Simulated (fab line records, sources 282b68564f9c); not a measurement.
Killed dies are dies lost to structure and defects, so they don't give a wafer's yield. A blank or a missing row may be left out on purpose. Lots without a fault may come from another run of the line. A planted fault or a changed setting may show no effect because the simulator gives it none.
Problem report in the 8D (eight disciplines) form, filled by code | flow rit_cmos | the parts of the form that need people (team, actions taken, sign-off) are left out

1. THE PROBLEM
run_length_s at RIT_ACTIVE_CLEAN_15 reads a mean of 652 s on 6 wafers of 2 lots; wafers without a fault read 629 s with a standard deviation of 4.3. That is +5.3 standard deviations from the usual mean.
The step: cleans in SC1, time 600 s.
First seen on wafer L597.2, day 4 23:29, on wet_bench-02. The record holds 42 wafers of 14 lots with a number at this step. Rule for "out", or "out of limits": more than 4 standard deviations from the usual mean. The other wafers with a number count as sound.

2. WHAT IT IS AND WHAT IT IS NOT
question                    | is                     | is not
which readings at this step | run_length_s           | -
which lots                  | L597, L604             | L581, L583, L584, L586, L587, L588, L589, L590, L591, L592, L593, L595
which wafers of those lots  | all that have a number | -
read on which tools         | wet_bench-02           | wet_bench-03, wet_bench-04
when                        | from day 4 23:29       | up to then (36 sound wafers)

3. SUSPECTS, AND WHAT RULES EACH OUT
Counting: a tool at a process step up to the reading stays a suspect if it ran every lot that is out and no sound lot after the first of them.
- wet_bench-02 at RIT_ACTIVE_CLEAN_15 (cleans in SC1, time 600 s): kept. It ran every lot that is out, first L597 (day 4 23:29), and no sound lot after that; its last sound lot up to then is L595 (day 4 14:20). Its own readings are out on those wafers: run_length_s.
Left after counting: wet_bench-02 at RIT_ACTIVE_CLEAN_15.

4. THE CAUSE (what the simulator had put in)
Process parameter drift: wet_bench-02, from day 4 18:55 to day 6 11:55, at RIT_ACTIVE_CLEAN_15. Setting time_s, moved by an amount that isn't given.
Counting left only this tool.

5. THE CHAIN OF EFFECTS, in route order
Each row: a reading whose mean over the struck wafers that have a number lies more than 3 standard deviations from the usual. Only readings for which the record gives a usual standard deviation are gone through. hours: the time from each lot's start at the first step in this table that gives one to its start at this step, as a median over the lots. sigmas: the change in usual standard deviations.
hours | step                | reading      | usual | on struck wafers | change | sigmas
0     | RIT_ACTIVE_CLEAN_15 | run_length_s | 629 s | 652              | +23    | +5.3
The process steps in it:
- RIT_ACTIVE_CLEAN_15: cleans in SC1, time 600 s.
Later measuring or inspecting steps at which every struck wafer that the step has a row for has a number for every such reading, and none has moved that far: RIT_M1_OVL_MEAS_10.

6. WHAT WOULD HAVE CAUGHT IT SOONER
In this record the first reading out of limits was taken at day 4 23:29, 5 hours after the fault began at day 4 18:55.
